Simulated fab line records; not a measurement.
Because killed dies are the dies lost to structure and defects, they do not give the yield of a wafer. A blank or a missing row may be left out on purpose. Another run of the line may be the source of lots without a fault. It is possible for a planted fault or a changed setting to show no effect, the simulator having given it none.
Comparing a struck lot with a sound one | flow berkeley-cmos170 | 15 steps out of a route of 331
Sound: wafers L255.1, L255.3, L255.5. Struck: wafers L275.1, L275.5, L275.6. The cause is given at the end.
For every step that has rows: the tool of each side, followed by ch and its chambers, followed by its first start. Under that, the readings that differ: sound wafers | struck wafers | difference of the means | sigmas: that difference in standard deviations of wafers without a fault.
alike: same words and numbers on both sides, and readings whose means sit less than 2 such deviations apart. not compared: any withheld reading, any reading some wafer has no value for, any bound like >300 that may hide the same value, and any number with overlapping values for which the record gives no deviation.
A row with sigmas, a row that says differs or no value, or rows on one side alone: a step with any of these is where the two part. When numbers do not overlap yet have no deviation, they are printed without sigmas and do not part them. A reading that every wafer of one side lacks parts them only if that side has two wafers or more.

first, 3 steps without rows for these wafers: UCB170_SILICIDE_WET_ETCH_05 (etches Ti in SPM, time 45 s); UCB170_CONTACT_CLEAN_00 (cleans in SPM, time 600 s); UCB170_CONTACT_CVD_01 (deposits PSG from SiH4/O2/PH3, target thk 700 nm, time 2820 s).
UCB170_CONTACT_THK_MEAS_02:
  struck on film-metro-04, day 11 00:34; sound on film-metro-03, day 7 12:20
  alike: CONTACT_PSG_THK
then, 3 steps without rows for these wafers: UCB170_CONTACT_HMDS_03 (prime time 60 s); UCB170_CONTACT_COAT_04 (resist thk 900 nm); UCB170_CONTACT_SOFTBAKE_05 (time 60 s).
UCB170_CONTACT_STRIP_06: strips in O2.
  sound on plasma-asher-03 ch 0,1, day 7 13:21; struck on plasma-asher-02 ch 0,1, day 11 01:32
  alike: drypump-motor-current-A, oes-product-au, strip-time-to-endpoint-s
  not compared: rf-hours-counter-h
then, 1 step without rows for these wafers: UCB170_CONTACT_CLEAN_07 (cleans in SPM, time 600 s).
UCB170_CONTACT_RTA_08: time 10 s.
  sound on rtp-anneal-02 ch 0, day 7 14:14; struck on rtp-anneal-01 ch 0, day 11 01:52
  reading            | sound             | struck            | difference | sigmas
  lamp-power-pct (%) | 24.8 24.8 24.8    | 23.0 23.0 23.0    | -1.8       | -2
  wafer_temp_C_max   | 902.7 902.5 902.2 | 904.4 903.9 903.6 | +1.5       | +2
  alike: anneal-temp-c-max
then, 2 steps without rows for these wafers: UCB170_CONTACT_COAT_09; UCB170_CONTACT_COAT_10 (resist thk 900 nm).
UCB170_CONTACT_SOFTBAKE_11: time 60 s.
  sound on litho-track-03 ch 0, day 7 14:00; struck on litho-track-03 ch 0, day 11 02:00
  reading                  | sound                | struck               | difference | sigmas
  heater-power-total-W (W) | 56.79 56.76 56.85    | 56.27 56.38 56.33    | -0.47      | -10
  plate-temp-C (C)         | 130.29 130.06 129.99 | 129.18 129.23 129.15 | -0.93      | -7
then, 1 step without rows for these wafers: UCB170_CONTACT_EXPOSE_12 (exposes mask CONT, target cd 700 nm).
UCB170_M3_PROBE_99:
  rows exist in the record for the sound wafers here (prober-02, day 8 17:58), none for the struck ones

WHERE THEY PART
Last at UCB170_M3_PROBE_99 as far as this record goes, first at UCB170_CONTACT_RTA_08.

WHY: what the simulator had put in
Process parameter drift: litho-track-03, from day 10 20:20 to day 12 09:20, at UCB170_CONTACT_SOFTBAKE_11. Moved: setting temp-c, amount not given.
